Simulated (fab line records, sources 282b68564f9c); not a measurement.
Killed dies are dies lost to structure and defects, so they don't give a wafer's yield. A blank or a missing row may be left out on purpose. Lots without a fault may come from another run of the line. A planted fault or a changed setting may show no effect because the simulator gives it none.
fab line records | flow rit_cmos
record lots=5 wafers=15 last_day=6
route steps=202 shown M1@184
lots that met no fault: from a run of the same line without faults
start_h: hours from the record's first day to the start of the lot's first wafer shown | wait_h: hours since the lot's step before | " the same as in the row above | L1.1+2: a row that stands for several wafers | - no value, or no start given | * or withheld: withheld | < > ~ a bound
route shown NAME@n: a module of which the file shows steps, and the number in the route of the first | usual: mean/standard deviation of fault-free wafers | same: alike in all rows | chamber/n: place in a boat | sites: the reading at each site | _std_site: their standard deviation | _edge_site: outer sites' mean less inner sites' | radius_mm: how far each site lies from the wafer's centre | mask NAME#n: copy n | behind: the tool/chamber that last shaped the wafer | hold: why the lot was held/for how many hours/how that ended | device: the transistor (n, p or np) that didn't switch | end of line: the same wafers' tests at the end of the route | a step without rows: its recipe alone | killed: dies lost to structure and defects at the first sort, not the wafer's yield | map: a wafer's dies, x killed, . not, _ none there
set.NAME: the setting as run; set.NAME@STEP: as run at that earlier step | model.NAME: the simulator's own value behind a step, which no gauge read
lots at some steps of the route; a table a step, a row a wafer
services: from which hour (start_h, from the record's first day; less than 0 if before it) a tool's chamber was out of use, for how many hours, and why
## steps
# step RIT_M1_SPUTTER_00
# recipe material=Al target_thk_nm=400 power_w=1940 chamber_pressure_pa=0.4 gas=Ar time_s=500 substrate_temp_c=25
# usual throttle_valve_pct=30.2/1.3
# columns lot.wafer tool chamber start_h wait_h throttle_valve_pct
L268.3 pvd_sputter-03 - 58.13 0.0 30.5
L268.4 " - " " 29.5
L268.6 " - " " 29.6
L269.1 pvd_sputter-01 - 61.13 0.0 30.4
L269.2 " - " " 30.4
L269.6 " - " " 30.4
L275.3 pvd_sputter-04 - 94.26 0.0 29.5
L275.4 " - " " 27.8
L275.6 " - " " 29.5
L277.2 pvd_sputter-01 - 102.71 0.0 30.4
L277.4 " - " " 30.1
L277.6 " - " " 30.5
L287.1 pvd_sputter-03 - 150.27 0.0 31.8
L287.5 " - " " 31.6
L287.6 " - " " 31.5
# step RIT_M1_RS_MEAS_01
# recipe thk_meas_gauge=four-point-probe reads=Al_of_M1_SPUTTER_00
# usual M1_AL_RS=0.0753/0.00067
# columns lot.wafer tool chamber start_h wait_h M1_AL_RS[ohm/sq]
L268.3 film_metro-04 - 58.46 0.2 0.0764
L268.4 " - " " 0.0761
L268.6 " - " " 0.0765
L269.1 film_metro-02 - 61.43 0.1 0.0752
L269.2 " - " " 0.0759
L269.6 " - " " 0.0749
L275.3 film_metro-04 - 94.59 0.2 0.0752
L275.4 " - " " 0.0765
L275.6 " - " " 0.0749
L277.2 film_metro-02 - 103.02 0.2 0.0749
L277.4 " - " " 0.0752
L277.6 " - " " 0.0757
L287.1 film_metro-04 - 150.57 0.1 0.0758
L287.5 " - " " 0.0759
L287.6 " - " " 0.0759
# step RIT_M1_THK_MEAS_02
# recipe thk_meas_gauge=xrf reads=Al_of_M1_SPUTTER_00
# usual M1_AL_THK=385/4.8
# columns lot.wafer tool chamber start_h wait_h M1_AL_THK[nm]
L268.3 film_metro-04 - 58.56 0.1 376
L268.4 " - " " 378
L268.6 " - " " 377
L269.1 film_metro-02 - 61.55 0.1 390
L269.2 " - " " 385
L269.6 " - " " 390
L275.3 film_metro-04 - 94.69 0.1 383
L275.4 " - " " 376
L275.6 " - " " 385
L277.2 film_metro-02 - 103.13 0.1 390
L277.4 " - " " 389
L277.6 " - " " 383
L287.1 film_metro-04 - 150.69 0.1 381
L287.5 " - " " 382
L287.6 " - " " 380
# step RIT_M1_HMDS_03
# recipe prime_time_s=60 prime_temp_c=140
# step RIT_M1_COAT_04
# recipe resist=NOVOLAK spin_rpm=2000 resist_thk_nm=1300
# step RIT_M1_SOFTBAKE_05
# recipe resist=NOVOLAK temp_c=90 time_s=60
# step RIT_M1_EXPOSE_06
# recipe mask_id=M12 na=0.6 source_shape=conventional sigma_outer=0.5 target_cd_nm=2600 dose_mj=250
# step RIT_M1_PEB_07
# recipe resist=NOVOLAK temp_c=withheld time_s=withheld
# step RIT_M1_DEVELOP_08
# recipe resist=NOVOLAK develop_time_s=68 dev_temp_c=23
# step RIT_M1_CD_MEAS_09
# recipe target_cd_nm=2600
# usual cd_nm=2599.4/2.5
# columns lot.wafer tool chamber start_h wait_h cd_nm
L268.3 cd_sem-02 - 59.65 - 2600.4
L268.4 " - " " 2600.3
L268.6 " - " " 2602.0
L269.1 cd_sem-02 - 62.68 - 2597.7
L269.2 " - " " 2599.6
L269.6 " - " " 2600.1
L275.3 cd_sem-02 - 95.80 - 2603.2
L275.4 " - " " 2600.9
L275.6 " - " " 2600.5
L277.2 cd_sem-01 - 104.21 - 2597.6
L277.4 " - " " 2599.2
L277.6 " - " " 2598.8
L287.1 cd_sem-01 - 151.63 - 2597.8
L287.5 " - " " 2596.1
L287.6 " - " " 2598.4
# step RIT_M1_OVL_MEAS_10
# usual M1_OVL=-0.9/1.4
# columns lot.wafer tool chamber start_h wait_h M1_OVL[nm]
L268.3 overlay-02 - 59.74 0.1 1.0
L268.4 " - " " 3.2
L268.6 " - " " 1.5
L269.1 overlay-02 - 62.80 0.1 -1.6
L269.2 " - " " -3.8
L269.6 " - " " -0.5
L275.3 overlay-02 - 95.89 0.1 -1.2
L275.4 " - " " -0.6
L275.6 " - " " -1.3
L277.2 overlay-01 - 104.32 0.1 -0.2
L277.4 " - " " -2.4
L277.6 " - " " -1.1
L287.1 overlay-01 - 151.75 0.1 0.2
L287.5 " - " " -2.2
L287.6 " - " " -1.7
# step RIT_M1_HARDBAKE_11
# recipe resist=NOVOLAK temp_c=140 time_s=120
# step RIT_M1_METAL_ETCH_12
# recipe stop_on=SiO2 chemistry=Cl2/BCl3 target=Al time_s=165 over_etch_frac=0.5 pressure_mtorr=103.9 target_depth_a=6000 rf_w=250 Cl2_flow_sccm=60 bcl3_flow_sccm=50
# usual drypump_motor_current_A=5.6/0.56 oes_product_au=0.764/0.0084 over_etch_frac=0.5/0 throttle_valve_pct=8.05/0.052
# columns lot.wafer tool chamber start_h wait_h drypump_motor_current_A oes_product_au over_etch_frac rf_hours_counter_h throttle_valve_pct model.NOVOLAK_of_M1_COAT_04.thk_nm model.SiO2_of_CONTACT_CVD_00.thk_nm model.M1.feature_depth_nm
L268.3 rie_metal-04 0 60.07 0.2 5.4 0.755 0.5 - 8.06 787.7 364.1 418.4
L268.4 " 1 " " 5.5 0.762 0.5 - 8.06 807 373.8 418.2
L268.6 " 1 " " 5.5 0.753 0.5 - 8.04 812.6 374.5 415.9
L269.1 rie_metal-01 1 63.17 0.2 6.5 0.776 0.5 32 7.93 792.1 355.6 424.9
L269.2 " 0 " " 6.4 0.761 0.5 38 8.11 791.5 353 421.3
L269.6 " 1 " " 6.5 0.783 0.5 - 7.95 791.1 365.6 425.5
L275.3 rie_metal-01 1 96.22 0.2 6.4 0.768 0.5 - 7.93 803 363.9 422.3
L275.4 " 0 " " 6.4 0.771 0.5 - 8.11 796.2 374.1 416.8
L275.6 " 1 " " 6.4 0.781 0.5 - 7.91 794.9 366.3 424.3
L277.2 rie_metal-04 0 104.60 0.2 5.3 0.662 0.97907 4 8.07 675.7 347.6 438.4
L277.4 " 1 " " 5.4 0.764 0.5 - 8.06 803.3 368.9 424.4
L277.6 " 1 " " 5.4 0.755 0.5 - 8.03 806.9 362.8 421.4
L287.1 rie_metal-02 1 152.03 0.2 5.3 0.762 0.5 3 8.03 798.4 361.5 421.4
L287.5 " 0 " " 4.9 0.770 0.5 - 8.07 814.4 367 418.3
L287.6 " 1 " " 5.3 0.764 0.5 - 8.04 791 363.6 421.2
# step RIT_M1_STRIP_13
# recipe chemistry=nmp resist=NOVOLAK temp_c=80 time_s=600 dry=n2_spin
# step RIT_M1_STRIP_14
# recipe chemistry=O2 time_s=180 platen_temp_c=withheld power_w=500 pressure_mtorr=4000 o2_flow_sccm=4000
# usual drypump_motor_current_A=5.6/0.48 rf_refl_power_W=7.2/1.7
# columns lot.wafer tool chamber start_h wait_h drypump_motor_current_A rf_hours_counter_h rf_refl_power_W
L268.3 plasma_asher-02 1 60.41 0.1 4.7 - 6.4
L268.4 " 0 " " 5.1 - 5.4
L268.6 " 1 " " 4.6 - 6.3
L269.1 plasma_asher-04 1 63.51 0.0 5.9 28 4.9
L269.2 " 0 " " 6.3 28 6.9
L269.6 " 0 " " 6.3 - 6.8
L275.3 plasma_asher-03 1 96.56 0.1 5.6 - 9.1
L275.4 " 0 " " 5.6 - 8.5
L275.6 " 1 " " 5.6 - 9.4
L277.2 plasma_asher-02 1 104.93 0.0 4.6 46 6.3
L277.4 " 0 " " 5.1 - 5.6
L277.6 " 1 " " 4.7 - 6.4
L287.1 plasma_asher-02 0 152.37 0.0 5.2 3 5.4
L287.5 " 0 " " 5.2 - 5.4
L287.6 " 1 " " 4.7 - 6.5
# step RIT_M1_CD_MEAS_90
# recipe target_cd_nm=2600
# usual cd_nm=2598.9/2.6
# columns lot.wafer tool chamber start_h wait_h cd_nm
L268.3 cd_sem-02 - 60.57 0.1 2597.8
L268.4 " - " " 2598.6
L268.6 " - " " 2600.2
L269.1 cd_sem-02 - 63.68 0.1 2595.5
L269.2 " - " " 2601.4
L269.6 " - " " 2599.2
L275.3 cd_sem-01 - 96.72 0.1 2601.9
L275.4 " - " " 2602.7
L275.6 " - " " 2600.0
L277.2 cd_sem-02 - 105.13 0.1 2588.2
L277.4 " - " " 2598.8
L277.6 " - " " 2599.1
L287.1 cd_sem-01 - 152.55 0.1 2596.1
L287.5 " - " " 2595.9
L287.6 " - " " 2597.3
# step RIT_M1_ANNEAL_15
# recipe temp_c=450 time_s=1800 ambient=forming_gas_H2N2
# step RIT_M1_PROBE_99
# usual defect_limited_yield=97.3/1.1 killed_at_front_end=7.0/2.9 killed_dies=7.0/2.9 killed_on_rim=1.8/1.4 killed_open=3.4/2.1 killed_short=3.6/1.7 sort_bin_3_pad_short=0.1/0.21 sort_bin_5_function=1.5/0.76 sort_bin_6_memory=1.0/0.66 sort_n_pass=257.0/2.9 sort_yield_pct=97.3/1.1
# same gross_dies=264 killed_at_M0_to_M3=0 killed_at_M4_up=0 killed_at_back_side=0 killed_at_contacts=0 killed_at_other=0
# columns lot.wafer tool chamber start_h wait_h defect_limited_yield[%] killed_at_front_end killed_dies killed_on_rim killed_open killed_short sort_bin_3_pad_short[%] sort_bin_5_function[%] sort_bin_6_memory[%] sort_n_pass sort_yield_pct[%] model.etest.antenna_m1.vt_shift_v
L268.3 prober-02 - 62.37 0.2 97.7 6 6 0 2 4 0.4 1.1 0.8 258.0 97.7 -0.01278
L268.4 prober-02 - 62.42 0.2 95.5 12 12 2 6 6 0.4 1.5 2.7 252.0 95.5 -0.01307
L268.6 prober-02 - 62.52 0.2 97.7 6 6 3 3 3 0 1.9 0.4 258.0 97.7 -0.009587
L269.1 prober-01 - 65.42 0.1 98.9 3 3 0 1 2 0 0.8 0.4 261.0 98.9 -0.01098
L269.2 prober-01 - 65.47 0.1 96.2 10 10 2 5 5 0 3.0 0.8 254.0 96.2 -0.01161
L269.6 prober-01 - 65.67 0.2 98.9 3 3 2 1 2 0.4 0.4 0.4 261.0 98.9 -0.01186
L275.3 prober-02 - 98.52 0.2 95.1 13 13 3 5 8 0.4 2.7 1.9 251.0 95.1 -0.008549
L275.4 prober-02 - 98.57 0.2 97.3 7 7 3 3 4 0 0.4 2.3 257.0 97.3 -0.01512
L275.6 prober-02 - 98.67 0.2 97.7 6 6 1 2 4 0.8 1.5 0 258.0 97.7 -0.008391
L277.2 prober-02 - 106.90 0.1 99.6 1 1 0 1 0 0 0.4 0 263.0 99.6 -0.01999
L277.4 prober-02 - 107.00 0.2 97.3 7 7 2 2 5 0.4 1.1 1.1 257.0 97.3 -0.009759
L277.6 prober-02 - 107.10 0.2 98.5 4 4 1 2 2 0 1.1 0.4 260.0 98.5 -0.01006
L287.1 prober-01 - 155.54 0.1 97.7 6 6 2 3 3 0 1.1 1.1 258.0 97.7 -0.01246
L287.5 prober-01 - 155.74 0.2 97.3 7 7 5 3 4 0 1.5 1.1 257.0 97.3 -0.0119
L287.6 prober-01 - 155.79 0.2 98.5 4 4 2 1 3 0 0.4 1.1 260.0 98.5 -0.0105
# killed by level:class
L268.3 FOX1:geometric_particle:short=1 FOX1:geometric_particle:open=1 GATE:geometric_particle:short=1 GATE:geometric_particle:open=1 REOX:geometric_particle:short=1 SILICIDE:geometric_particle:short=1
L268.4 SILICIDE:geometric_particle:short=4 FOX1:geometric_particle:open=2 GATE:geometric_particle:open=2 SILICIDE:geometric_particle:open=2 FOX1:geometric_particle:short=1 REOX:geometric_particle:short=1
L268.6 GATE:geometric_particle:open=2 FOX1:geometric_particle:open=1 GATE:geometric_particle:short=1 REOX:geometric_particle:short=1 SILICIDE:geometric_particle:short=1
L269.1 GATE:geometric_particle:short=1 REOX:geometric_particle:short=1 SPACER:geometric_particle:open=1
L269.2 GATE:geometric_particle:short=4 GATE:geometric_particle:open=2 FOX1:geometric_particle:open=1 REOX:geometric_particle:short=1 REOX:geometric_particle:open=1 SILICIDE:geometric_particle:open=1
L269.6 GATE:geometric_particle:short=2 SPACER:geometric_particle:open=1
L275.3 SPACER:geometric_particle:open=3 FOX1:geometric_particle:short=2 GATE:geometric_particle:short=2 FOX1:geometric_particle:open=1 FOX2:geometric_particle:short=1 REOX:geometric_particle:short=1 SPACER:geometric_particle:short=1 SILICIDE:geometric_particle:short=1
L275.4 FOX1:geometric_particle:open=1 FOX2:geometric_particle:short=1 GATE:geometric_particle:short=1 REOX:geometric_particle:open=1 REOX:geometric_particle:short=1 SPACER:geometric_particle:open=1 SILICIDE:geometric_particle:short=1
L275.6 FOX1:geometric_particle:short=2 GATE:geometric_particle:short=2 SPACER:geometric_particle:open=1 SILICIDE:geometric_particle:open=1
L277.2 FOX1:geometric_particle:open=1
L277.4 FOX2:geometric_particle:open=1 FOX2:geometric_particle:short=1 GATE:geometric_particle:short=1 GATE:geometric_particle:open=1 REOX:geometric_particle:short=1 SPACER:geometric_particle:short=1 SILICIDE:geometric_particle:short=1
L277.6 FOX2:geometric_particle:open=1 SPACER:geometric_particle:short=1 SILICIDE:geometric_particle:short=1 SILICIDE:geometric_particle:open=1
L287.1 GATE:geometric_particle:open=2 GATE:geometric_particle:short=2 SPACER:geometric_particle:short=1 SILICIDE:geometric_particle:open=1
L287.5 GATE:geometric_particle:open=3 FOX1:geometric_particle:short=1 FOX2:geometric_particle:short=1 SPACER:geometric_particle:short=1 SILICIDE:geometric_particle:short=1
L287.6 GATE:geometric_particle:short=2 FOX2:geometric_particle:open=1 SPACER:geometric_particle:short=1
## services
# columns tool chamber start_h hours kind
pvd_sputter-04 - 47.80 1.7 repair
rie_metal-01 1 77.37 4.8 repair
rie_metal-01 - 85.28 2.8 pm
pvd_sputter-04 - 92.36 1.4 repair
plasma_asher-02 - 108.80 9.0 pm
plasma_asher-02 0 108.80 9.0 vent_cycle
plasma_asher-02 1 108.80 9.0 vent_cycle
pvd_sputter-01 - 111.26 4.3 repair
plasma_asher-02 0 117.80 - clean
plasma_asher-02 1 117.80 - clean
rie_metal-01 - 136.12 20.0 pm
rie_metal-01 0 136.12 20.0 vent_cycle
rie_metal-01 1 136.12 20.0 vent_cycle
## key
first_sign step=RIT_M1_METAL_ETCH_12 reading=over_etch_frac direction=up sigmas=99+ usual=0.5 struck=0.97907
effect step=RIT_M1_METAL_ETCH_12 reading=oes_product_au direction=down sigmas=12 usual=0.764 struck=0.662
effect step=RIT_M1_CD_MEAS_90 reading=cd_nm direction=down sigmas=4.1 usual=2598.9 struck=2588.2
model_effect step=RIT_M1_METAL_ETCH_12 value=NOVOLAK_of_M1_COAT_04.thk_nm without=786.8 struck=675.7
model_effect step=RIT_M1_PROBE_99 value=etest.antenna_m1.vt_shift_v without=-0.01003 struck=-0.01999
met_at RIT_M1_METAL_ETCH_12
struck_wafers L277.2
onset_between 60.07 104.60
fault kind=process_parameter_drift tool=rie_metal-04 chamber=0 onset_h=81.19 steps=RIT_M1_METAL_ETCH_12 channel=over_etch_frac offset=0.47907 shape=step end_h=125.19 stated=0.5
